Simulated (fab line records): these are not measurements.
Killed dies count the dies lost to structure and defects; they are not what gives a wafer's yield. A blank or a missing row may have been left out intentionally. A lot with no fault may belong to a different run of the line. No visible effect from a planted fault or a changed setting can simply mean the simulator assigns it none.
fab line records    flow berkeley_cmos170    part 1 of 2: steps 1 to 23 of 31
[record] lots = 5  wafers = 15  last_day = 13
route steps=331 shown CONTACT@227 M1@238 V1@254
lots with no fault: from the same line, run without faults
start_h: start of the lot's first displayed wafer, in hours after the record's first day    wait_h: time in hours since the lot's previous step    " unchanged from the row above    L1.1+2: one row covering several wafers at once    - no value, or no start was given    * or withheld: withheld    < > ~ a bound
route shown NAME@n: names a module that has steps shown in the file, with the first one's number in the route    usual: the fault-free wafers' mean and standard deviation    same: alike in all rows    chamber/n: place in a boat    sites: each site's reading    _std_site: their standard deviation    _edge_site: inner sites' mean taken away from outer sites' mean    radius_mm: how far each site lies from the wafer's centre    mask NAME#n: copy n    behind: the last tool/chamber to shape the wafer    hold: why the lot was held/for how many hours/how that ended    device: which transistor (n, p or np) failed to switch    end of line: the same wafers' tests at the end of the route    where a step has no rows: the recipe by itself    killed: dies that structure and defects cost at the first sort, which is not the same as the wafer's yield    map: dies across one wafer; x = killed, . = not, _ = none there
set.NAME: the setting the step ran with; set.NAME@STEP: the setting that earlier step ran with    model.NAME: the simulator's own value behind a step, which no gauge read
a table for each step, a row for each wafer; lots at some steps of the route
services: a tool's chamber out of use, with start hour (start_h, from the record's first day; less than 0 if before it), hours out, and reason
[[steps]]
[step UCB170_CONTACT_SOFTBAKE_11]
[recipe] resist = KrF  temp_c = 130  time_s = 60
[usual] plate_temp_C = 129.99/0.13  resist_line_temp_C = 23.01/0.091
lot.wafer  tool            chamber  start_h  wait_h  plate_temp_C  resist_line_temp_C
L079.1     litho_track-04  0        -        -       129.87        22.84
L079.2     "               0        "        "       130.03        22.98
L079.3     "               0        "        "       130.00        22.93
L087.1     litho_track-04  0        -        -       129.80        22.99
L087.4     "               0        "        "       130.05        23.15
L087.5     "               0        "        "       130.03        23.16
L092.2     litho_track-01  0        -        -       129.93        22.96
L092.3     "               0        "        "       129.97        23.19
L092.6     "               0        "        "       129.96        22.98
L093.1     litho_track-03  0        -        -       129.80        22.98
L093.3     "               0        "        "       130.10        23.11
L093.6     "               0        "        "       130.30        23.08
L094.1     litho_track-03  0        -        -       129.96        23.18
L094.3     "               0        "        "       129.89        23.13
L094.4     "               0        "        "       129.70        22.97
[step UCB170_CONTACT_EXPOSE_12]
[recipe] mask_id = CONT  target_cd_nm = 700  na = 0.5  sigma_outer = 0.6  source_shape = conventional  dose_mj = 35
[usual] focus_offset_nm = 0.0/0.49  stage_vel_mm_s = 499.96/0.25
[same] na = 0.5
lot.wafer  tool            chamber  start_h  wait_h  mask    focus_offset_nm  stage_vel_mm_s
L079.1     krf_scanner-02  0        207.36   -       CONT#0  -0.4             500.24
L079.2     "               0        "        "       CONT#0  -0.1             499.87
L079.3     "               0        "        "       CONT#0  0.3              500.12
L087.1     krf_scanner-02  0        242.58   -       CONT#0  0.1              499.79
L087.4     "               0        "        "       CONT#0  0.1              500.13
L087.5     "               0        "        "       CONT#0  0.0              500.05
L092.2     krf_scanner-02  0        272.39   -       CONT#0  0.0              500.44
L092.3     "               0        "        "       CONT#0  -0.7             500.28
L092.6     "               0        "        "       CONT#0  -0.8             499.98
L093.1     krf_scanner-01  0        282.71   -       CONT#0  -0.8             500.27
L093.3     "               0        "        "       CONT#0  -0.5             499.70
L093.6     "               0        "        "       CONT#0  -0.6             500.06
L094.1     krf_scanner-01  0        283.01   -       CONT#0  -0.2             499.59
L094.3     "               0        "        "       CONT#0  -0.4             499.94
L094.4     "               0        "        "       CONT#0  -1.4             499.84
[step UCB170_CONTACT_PEB_13]
[recipe] peb_temp_c = 130  peb_time_s = withheld  resist = KrF
[usual] plate_temp_C = 130.04/0.13  resist_line_temp_C = 22.97/0.1
lot.wafer  tool            chamber  start_h  wait_h  plate_temp_C  resist_line_temp_C
L079.1     litho_track-03  0        207.47   0.1     129.90        23.08
L079.2     "               0        "        "       130.15        23.04
L079.3     "               0        "        "       130.13        22.98
L087.1     litho_track-04  0        242.86   0.3     130.19        23.07
L087.4     "               0        "        "       130.08        23.01
L087.5     "               0        "        "       129.81        22.89
L092.2     litho_track-04  0        272.51   0.1     130.13        23.16
L092.3     "               0        "        "       130.16        23.10
L092.6     "               0        "        "       130.20        23.13
L093.1     litho_track-03  0        283.01   0.3     129.97        22.92
L093.3     "               0        "        "       130.12        23.07
L093.6     "               0        "        "       130.14        22.90
L094.1     litho_track-04  0        283.38   0.4     130.09        23.02
L094.3     "               0        "        "       129.99        23.17
L094.4     "               0        "        "       130.05        23.15
[step UCB170_CONTACT_DEVELOP_14]
[recipe] developer = TMAH  develop_time_s = 45  resist = KrF  dev_temp_c = 21
[usual] developer_temp_C = 21.02/0.1  resist_line_temp_C = 23.01/0.13
lot.wafer  tool            chamber  start_h  wait_h  developer_temp_C  resist_line_temp_C
L079.1     litho_track-03  0        -        -       21.25             23.01
L079.2     "               0        "        "       20.87             23.12
L079.3     "               0        "        "       20.93             22.97
L087.1     litho_track-04  0        -        -       21.13             22.84
L087.4     "               0        "        "       21.03             22.91
L087.5     "               0        "        "       21.07             22.92
L092.2     litho_track-04  0        -        -       21.25             22.95
L092.3     "               0        "        "       21.07             22.77
L092.6     "               0        "        "       21.17             22.83
L093.1     litho_track-03  0        -        -       20.98             22.86
L093.3     "               0        "        "       20.97             22.84
L093.6     "               0        "        "       21.11             22.77
L094.1     litho_track-04  0        -        -       21.05             23.00
L094.3     "               0        "        "       21.18             23.11
L094.4     "               0        "        "       21.18             23.10
[step UCB170_CONTACT_CD_MEAS_15]
[recipe] target_cd_nm = 700
[usual] cd_nm = 700.6/1.3
lot.wafer  tool       chamber  start_h  wait_h  cd_nm
L079.1     cd_sem-01  -        207.75   -       700.2
L079.2     "          -        "        "       701.6
L079.3     "          -        "        "       701.1
L087.1     cd_sem-02  -        243.14   -       699.1
L087.4     "          -        "        "       699.6
L087.5     "          -        "        "       698.8
L092.2     cd_sem-01  -        272.78   -       701.8
L092.3     "          -        "        "       701.1
L092.6     "          -        "        "       699.9
L093.1     cd_sem-01  -        283.28   -       700.0
L093.3     "          -        "        "       701.3
L093.6     "          -        "        "       701.2
L094.1     cd_sem-01  -        283.66   -       698.7
L094.3     "          -        "        "       698.8
L094.4     "          -        "        "       698.5
[step UCB170_CONTACT_OVL_MEAS_16]
[usual] CONTACT_OVL = 4/5.1
lot.wafer  tool        chamber  start_h  wait_h  CONTACT_OVL[nm]
L079.1     overlay-01  -        207.87   0.1     5
L079.2     "           -        "        "       -2
L079.3     "           -        "        "       5
L087.1     overlay-01  -        243.26   0.1     8
L087.4     "           -        "        "       0
L087.5     "           -        "        "       10
L092.2     overlay-02  -        272.89   0.1     9
L092.3     "           -        "        "       2
L092.6     "           -        "        "       6
L093.1     overlay-02  -        283.40   0.1     3
L093.3     "           -        "        "       5
L093.6     "           -        "        "       2
L094.1     overlay-02  -        283.78   0.1     -10
L094.3     "           -        "        "       -5
L094.4     "           -        "        "       0
[step UCB170_CONTACT_ETCH_17]
[recipe] chemistry = N2/H2  target_depth_a = withheld  overetch_a = withheld  target = BARC  time_s = withheld  source_w = 500  bias_w = 100  pressure_mtorr = 30  n2_flow_sccm = 100  h2_flow_sccm = 200
[usual] drypump_motor_current_A = 5.7/0.48  oes_product_au = 1.004/0.023  throttle_valve_pct = 13.22/0.19
lot.wafer  tool         chamber  start_h  wait_h  drypump_motor_current_A  oes_product_au  throttle_valve_pct
L079.1     rie_diel-04  2        207.91   0.0     6.3                      1.036           13.15
L079.2     "            3        "        "       5.3                      0.988           13.52
L079.3     "            0        "        "       5.5                      1.000           13.25
L087.1     rie_diel-01  1        243.29   0.0     4.8                      1.002           13.16
L087.4     "            0        "        "       5.2                      0.980           13.44
L087.5     "            2        "        "       6.3                      0.985           13.40
L092.2     rie_diel-02  3        272.92   0.0     6.3                      0.988           13.05
L092.3     "            1        "        "       5.6                      1.056           13.21
L092.6     "            1        "        "       5.5                      1.049           13.19
L093.1     rie_diel-02  3        283.44   0.0     6.3                      0.970           13.05
L093.3     "            0        "        "       5.2                      1.026           13.00
L093.6     "            2        "        "       5.8                      0.995           13.49
L094.1     rie_diel-01  3        283.81   0.0     6.1                      1.028           13.26
L094.3     "            2        "        "       6.3                      0.995           13.40
L094.4     "            2        "        "       6.3                      0.992           13.42
[step UCB170_CONTACT_ETCH_18]
[recipe] chemistry = CHF3/CF4/Ar  target = PSG  stop_on = TiSi2  CHF3_flow_sccm = 45  cf4_flow_sccm = 15  Ar_flow_sccm = 150  pressure_mtorr = 200  rf_w = 700  target_depth_a = 8400  over_etch_frac = 0.2  time_s = 195
[usual] drypump_motor_current_A = 5.7/0.49  oes_product_au = 0.893/0.012  throttle_valve_pct = 6.88/0.12
lot.wafer  tool         chamber  start_h  wait_h  drypump_motor_current_A  oes_product_au  rf_hours_counter_h  throttle_valve_pct
L079.1     rie_diel-04  2        -        -       6.4                      0.892           110                 6.85
L079.2     "            3        "        "       5.3                      0.890           40                  7.05
L079.3     "            0        "        "       5.5                      0.921           1                   7.00
L087.1     rie_diel-01  1        -        -       4.8                      0.904           15                  6.90
L087.4     "            0        "        "       5.2                      0.903           137                 6.94
L087.5     "            2        "        "       6.3                      0.880           -                   6.88
L092.2     rie_diel-02  3        -        -       6.3                      0.888           63                  6.86
L092.3     "            1        "        "       5.6                      0.920           6                   6.84
L092.6     "            1        "        "       5.5                      0.916           -                   6.83
L093.1     rie_diel-02  3        -        -       6.3                      0.894           64                  6.85
L093.3     "            0        "        "       5.2                      0.884           67                  6.72
L093.6     "            2        "        "       5.8                      0.888           -                   7.12
L094.1     rie_diel-01  3        -        -       6.1                      0.901           2                   6.82
L094.3     "            2        "        "       6.3                      0.881           44                  6.88
L094.4     "            2        "        "       6.3                      0.873           -                   6.86
[step UCB170_CONTACT_STRIP_19]
[recipe] chemistry = O2  power_w = 400  pressure_mtorr = 3500  platen_temp_c = withheld  o2_flow_sccm = 400  overash_fraction = 0.5
[usual] drypump_motor_current_A = 5.5/0.32  oes_product_au = 0.725/0.0048
lot.wafer  tool             chamber  start_h  wait_h  drypump_motor_current_A  oes_product_au  rf_hours_counter_h
L079.1     plasma_asher-01  0        208.07   -       5.0                      0.723           8
L079.2     "                1        "        "       5.8                      0.724           8
L079.3     "                0        "        "       5.0                      0.723           -
L087.1     plasma_asher-01  0        243.46   -       5.0                      0.717           12
L087.4     "                0        "        "       5.0                      0.727           -
L087.5     "                0        "        "       5.0                      0.723           -
L092.2     plasma_asher-04  1        273.09   -       5.7                      0.721           49
L092.3     "                0        "        "       5.4                      0.721           -
L092.6     "                1        "        "       5.7                      0.723           -
L093.1     plasma_asher-02  0        283.61   -       5.9                      0.723           58
L093.3     "                1        "        "       5.3                      0.718           -
L093.6     "                1        "        "       5.3                      0.725           -
L094.1     plasma_asher-04  1        283.98   -       5.7                      0.722           50
L094.3     "                0        "        "       5.4                      0.739           -
L094.4     "                1        "        "       5.8                      0.725           -
[step UCB170_CONTACT_CD_MEAS_90]
[recipe] target_cd_nm = 700
[usual] cd_nm = 700.6/1.3
lot.wafer  tool       chamber  start_h  wait_h  cd_nm
L079.1     cd_sem-02  -        208.17   0.1     700.9
L079.2     "          -        "        "       701.7
L079.3     "          -        "        "       701.6
L087.1     cd_sem-01  -        243.56   0.1     698.9
L087.4     "          -        "        "       699.7
L087.5     "          -        "        "       699.7
L092.2     cd_sem-01  -        273.21   0.1     700.5
L092.3     "          -        "        "       702.1
L092.6     "          -        "        "       700.3
L093.1     cd_sem-02  -        283.71   0.1     700.1
L093.3     "          -        "        "       702.0
L093.6     "          -        "        "       700.3
L094.1     cd_sem-02  -        284.08   0.1     699.5
L094.3     "          -        "        "       699.5
L094.4     "          -        "        "       699.6
[step UCB170_CONTACT_CLEAN_20]
[recipe] chemistry = SPM  temp_c = 120  time_s = 600
[usual] temp_c = 120.03/0.14
lot.wafer  tool          chamber  start_h  wait_h  temp_c
L079.1     wet_bench-01  3        208.29   0.1     120.08
L079.2     "             3        "        "       120.19
L079.3     "             3        "        "       120.19
L087.1     wet_bench-01  3        243.68   0.1     120.09
L087.4     "             3        "        "       120.12
L087.5     "             3        "        "       120.21
L092.2     wet_bench-01  0        273.31   0.1     120.08
L092.3     "             0        "        "       120.26
L092.6     "             0        "        "       120.05
L093.1     wet_bench-03  3        283.83   0.1     119.97
L093.3     "             3        "        "       120.05
L093.6     "             3        "        "       120.09
L094.1     wet_bench-03  1        284.20   0.1     120.18
L094.3     "             1        "        "       119.93
L094.4     "             1        "        "       120.04
[step UCB170_M1_SPUTTER_00]
[recipe] material = Al  target_thk_nm = 600  time_s = 80  power_w = 6000  chamber_pressure_pa = 0.5
[usual] throttle_valve_pct = 29.9/1.1
lot.wafer  tool            chamber  start_h  wait_h  throttle_valve_pct
L079.1     pvd_sputter-02  -        208.47   0.0     29.4
L079.2     "               -        "        "       28.7
L079.3     "               -        "        "       29.7
L087.1     pvd_sputter-02  -        243.85   0.0     29.5
L087.4     "               -        "        "       29.1
L087.5     "               -        "        "       29.4
L092.2     pvd_sputter-03  -        273.48   0.0     29.5
L092.3     "               -        "        "       28.8
L092.6     "               -        "        "       31.0
L093.1     pvd_sputter-03  -        284.00   0.0     28.7
L093.3     "               -        "        "       30.8
L093.6     "               -        "        "       28.8
L094.1     pvd_sputter-04  -        284.37   0.0     28.3
L094.3     "               -        "        "       30.2
L094.4     "               -        "        "       31.3
[step UCB170_M1_RS_MEAS_01]
[recipe] thk_meas_gauge = four-point-probe  reads = Al_of_M1_SPUTTER_00
[usual] M1_AL_RS = 0.0484/0.00049
lot.wafer  tool           chamber  start_h  wait_h  M1_AL_RS[ohm/sq]
L079.1     film_metro-02  -        208.53   0.0     0.0487
L079.2     "              -        "        "       0.0483
L079.3     "              -        "        "       0.0481
L087.1     film_metro-04  -        243.92   0.0     0.0487
L087.4     "              -        "        "       0.0483
L087.5     "              -        "        "       0.0484
L092.2     film_metro-03  -        273.56   0.1     0.0483
L092.3     "              -        "        "       0.0492
L092.6     "              -        "        "       0.0487
L093.1     film_metro-03  -        284.06   0.0     0.0490
L093.3     "              -        "        "       0.0482
L093.6     "              -        "        "       0.0486
L094.1     film_metro-02  -        284.44   0.0     0.0486
L094.3     "              -        "        "       0.0484
L094.4     "              -        "        "       0.0481
[step UCB170_M1_THK_MEAS_02]
[recipe] thk_meas_gauge = xrf  reads = Al_of_M1_SPUTTER_00
[usual] M1_AL_THK = 602/7.9
lot.wafer  tool           chamber  start_h  wait_h  M1_AL_THK[nm]
L079.1     film_metro-02  -        208.65   0.1     591
L079.2     "              -        "        "       597
L079.3     "              -        "        "       603
L087.1     film_metro-04  -        244.04   0.1     596
L087.4     "              -        "        "       604
L087.5     "              -        "        "       599
L092.2     film_metro-03  -        273.67   0.1     610
L092.3     "              -        "        "       601
L092.6     "              -        "        "       604
L093.1     film_metro-03  -        284.18   0.1     600
L093.3     "              -        "        "       609
L093.6     "              -        "        "       606
L094.1     film_metro-02  -        284.56   0.1     589
L094.3     "              -        "        "       596
L094.4     "              -        "        "       603
[step UCB170_M1_COAT_03]
[recipe] resist = BARC  temp_c = withheld  time_s = withheld  spin_rpm = 3000  resist_thk_nm = withheld
[usual] resist_line_temp_C = *
lot.wafer  tool            chamber  start_h  wait_h  resist_line_temp_C
L079.1     litho_track-04  0        209.31   0.6     *
L079.2     "               0        "        "       *
L079.3     "               0        "        "       *
L087.1     litho_track-03  0        244.33   0.3     *
L087.4     "               0        "        "       *
L087.5     "               0        "        "       *
L092.2     litho_track-04  0        274.76   1.1     *
L092.3     "               0        "        "       *
L092.6     "               0        "        "       *
L093.1     litho_track-04  0        284.56   0.4     *
L093.3     "               0        "        "       *
L093.6     "               0        "        "       *
L094.1     litho_track-04  0        285.01   0.4     *
L094.3     "               0        "        "       *
L094.4     "               0        "        "       *
[step UCB170_M1_COAT_04]
[recipe] resist = KrF  spin_rpm = 1500  resist_thk_nm = 900
[usual] resist_line_temp_C = 23.01/0.11
lot.wafer  tool            chamber  start_h  wait_h  resist_line_temp_C
L079.1     litho_track-04  0        -        -       22.98
L079.2     "               0        "        "       23.14
L079.3     "               0        "        "       22.92
L087.1     litho_track-03  0        -        -       23.03
L087.4     "               0        "        "       23.16
L087.5     "               0        "        "       22.94
L092.2     litho_track-04  0        -        -       23.08
L092.3     "               0        "        "       22.97
L092.6     "               0        "        "       23.03
L093.1     litho_track-04  0        -        -       23.09
L093.3     "               0        "        "       23.15
L093.6     "               0        "        "       23.17
L094.1     litho_track-04  0        -        -       22.99
L094.3     "               0        "        "       23.08
L094.4     "               0        "        "       23.15
[step UCB170_M1_SOFTBAKE_05]
[recipe] resist = KrF  temp_c = 130  time_s = 60
[usual] plate_temp_C = 130.00/0.15  resist_line_temp_C = 23.02/0.1
lot.wafer  tool            chamber  start_h  wait_h  plate_temp_C  resist_line_temp_C
L079.1     litho_track-04  0        -        -       130.17        22.99
L079.2     "               0        "        "       129.97        22.94
L079.3     "               0        "        "       130.35        22.89
L087.1     litho_track-03  0        -        -       130.29        23.16
L087.4     "               0        "        "       130.15        23.05
L087.5     "               0        "        "       130.09        23.08
L092.2     litho_track-04  0        -        -       130.10        22.85
L092.3     "               0        "        "       130.04        22.99
L092.6     "               0        "        "       130.06        22.94
L093.1     litho_track-04  0        -        -       130.03        23.03
L093.3     "               0        "        "       129.88        22.96
L093.6     "               0        "        "       130.01        23.28
L094.1     litho_track-04  0        -        -       129.91        22.90
L094.3     "               0        "        "       129.89        22.84
L094.4     "               0        "        "       130.01        22.81
[step UCB170_M1_EXPOSE_06]
[recipe] mask_id = METAL1  target_cd_nm = 700  na = 0.5  sigma_outer = 0.6  source_shape = conventional  dose_mj = 21
[usual] focus_offset_nm = 0.0/0.45  stage_vel_mm_s = 499.96/0.23
[same] na = 0.5
lot.wafer  tool            chamber  start_h  wait_h  mask      focus_offset_nm  stage_vel_mm_s
L079.1     krf_scanner-02  0        209.76   -       METAL1#0  -0.4             499.86
L079.2     "               0        "        "       METAL1#0  0.4              500.14
L079.3     "               0        "        "       METAL1#0  -0.2             499.86
L087.1     krf_scanner-01  0        244.91   -       METAL1#0  0.2              499.94
L087.4     "               0        "        "       METAL1#0  0.6              500.03
L087.5     "               0        "        "       METAL1#0  0.2              499.81
L092.2     krf_scanner-02  0        275.33   -       METAL1#0  -0.5             500.20
L092.3     "               0        "        "       METAL1#0  0.2              499.95
L092.6     "               0        "        "       METAL1#0  0.2              499.88
L093.1     krf_scanner-01  0        285.13   -       METAL1#0  0.6              500.17
L093.3     "               0        "        "       METAL1#0  -0.3             500.24
L093.6     "               0        "        "       METAL1#0  0.1              499.84
L094.1     krf_scanner-01  0        285.46   -       METAL1#0  0.8              500.18
L094.3     "               0        "        "       METAL1#0  0.7              500.21
L094.4     "               0        "        "       METAL1#0  0.8              499.92
[step UCB170_M1_PEB_07]
[recipe] peb_temp_c = 130  peb_time_s = withheld  resist = KrF
[usual] plate_temp_C = 130.02/0.13  resist_line_temp_C = 23.02/0.1
lot.wafer  tool            chamber  start_h  wait_h  plate_temp_C  resist_line_temp_C
L079.1     litho_track-04  0        210.31   0.5     130.03        22.83
L079.2     "               0        "        "       130.07        22.84
L079.3     "               0        "        "       129.89        23.03
L087.1     litho_track-03  0        245.06   0.1     129.78        23.01
L087.4     "               0        "        "       129.98        23.05
L087.5     "               0        "        "       129.97        22.98
L092.2     litho_track-02  0        275.58   0.2     129.88        22.99
L092.3     "               0        "        "       129.99        22.87
L092.6     "               0        "        "       129.93        22.80
L093.1     litho_track-02  0        285.28   0.1     129.98        23.10
L093.3     "               0        "        "       130.10        22.90
L093.6     "               0        "        "       129.90        23.10
L094.1     litho_track-04  0        285.57   0.1     130.05        23.11
L094.3     "               0        "        "       129.90        23.03
L094.4     "               0        "        "       130.03        22.95
[step UCB170_M1_DEVELOP_08]
[recipe] developer = TMAH  develop_time_s = 45  resist = KrF  dev_temp_c = 21
[usual] developer_temp_C = 21.00/0.1  resist_line_temp_C = 23.00/0.11
lot.wafer  tool            chamber  start_h  wait_h  developer_temp_C  resist_line_temp_C
L079.1     litho_track-04  0        -        -       20.96             23.13
L079.2     "               0        "        "       20.93             22.87
L079.3     "               0        "        "       20.86             22.94
L087.1     litho_track-03  0        -        -       21.12             22.84
L087.4     "               0        "        "       20.94             22.96
L087.5     "               0        "        "       20.93             22.72
L092.2     litho_track-02  0        -        -       21.21             22.90
L092.3     "               0        "        "       20.87             22.96
L092.6     "               0        "        "       21.12             23.00
L093.1     litho_track-02  0        -        -       20.86             22.82
L093.3     "               0        "        "       21.07             22.89
L093.6     "               0        "        "       20.90             22.85
L094.1     litho_track-04  0        -        -       20.99             23.11
L094.3     "               0        "        "       21.19             22.91
L094.4     "               0        "        "       21.00             22.91
[step UCB170_M1_CD_MEAS_09]
[recipe] target_cd_nm = 700
[usual] cd_nm = 699.6/1.7
lot.wafer  tool       chamber  start_h  wait_h  cd_nm
L079.1     cd_sem-02  -        210.81   -       699.1
L079.2     "          -        "        "       699.6
L079.3     "          -        "        "       700.6
L087.1     cd_sem-01  -        245.33   -       696.3
L087.4     "          -        "        "       696.7
L087.5     "          -        "        "       696.5
L092.2     cd_sem-02  -        275.85   -       699.4
L092.3     "          -        "        "       700.6
L092.6     "          -        "        "       699.7
L093.1     cd_sem-02  -        285.56   -       700.8
L093.3     "          -        "        "       700.1
L093.6     "          -        "        "       700.7
L094.1     cd_sem-02  -        285.85   -       701.7
L094.3     "          -        "        "       700.9
L094.4     "          -        "        "       700.9
[step UCB170_M1_OVL_MEAS_10]
[usual] M1_OVL = 1/5.1
lot.wafer  tool        chamber  start_h  wait_h  M1_OVL[nm]
L079.1     overlay-01  -        210.93   0.1     5
L079.2     "           -        "        "       2
L079.3     "           -        "        "       6
L087.1     overlay-01  -        245.45   0.1     2
L087.4     "           -        "        "       -4
L087.5     "           -        "        "       1
L092.2     overlay-02  -        275.96   0.1     -4
L092.3     "           -        "        "       -1
L092.6     "           -        "        "       -4
L093.1     overlay-01  -        285.68   0.1     -4
L093.3     "           -        "        "       -5
L093.6     "           -        "        "       -1
L094.1     overlay-02  -        285.97   0.1     0
L094.3     "           -        "        "       4
L094.4     "           -        "        "       8
[step UCB170_M1_ETCH_11]
[recipe] chemistry = N2/H2  target_depth_a = withheld  overetch_a = withheld  target = BARC  time_s = withheld  source_w = 500  bias_w = 100  pressure_mtorr = 30  n2_flow_sccm = 100  h2_flow_sccm = 200
[usual] drypump_motor_current_A = 5.7/0.5  oes_product_au = 0.996/0.017  throttle_valve_pct = 13.27/0.15
lot.wafer  tool         chamber  start_h  wait_h  drypump_motor_current_A  oes_product_au  throttle_valve_pct
L079.1     rie_diel-03  2        210.96   0.0     5.3                      0.966           13.13
L079.2     "            0        "        "       5.7                      1.016           13.18
L079.3     "            1        "        "       5.8                      1.001           13.39
L087.1     rie_diel-04  2        245.49   0.0     6.3                      1.033           13.16
L087.4     "            1        "        "       5.5                      0.995           12.90
L087.5     "            0        "        "       5.5                      1.002           13.27
L092.2     rie_diel-01  1        275.99   0.0     4.8                      1.000           13.16
L092.3     "            2        "        "       6.3                      0.987           13.39
L092.6     "            1        "        "       4.8                      1.008           13.14
L093.1     rie_diel-01  3        285.71   0.0     6.1                      1.012           13.24
L093.3     "            1        "        "       4.8                      1.001           13.16
L093.6     "            3        "        "       6.1                      1.018           13.24
L094.1     rie_diel-04  2        286.00   0.0     6.4                      1.037           13.16
L094.3     "            0        "        "       5.5                      1.002           13.26
L094.4     "            1        "        "       5.5                      0.993           12.90
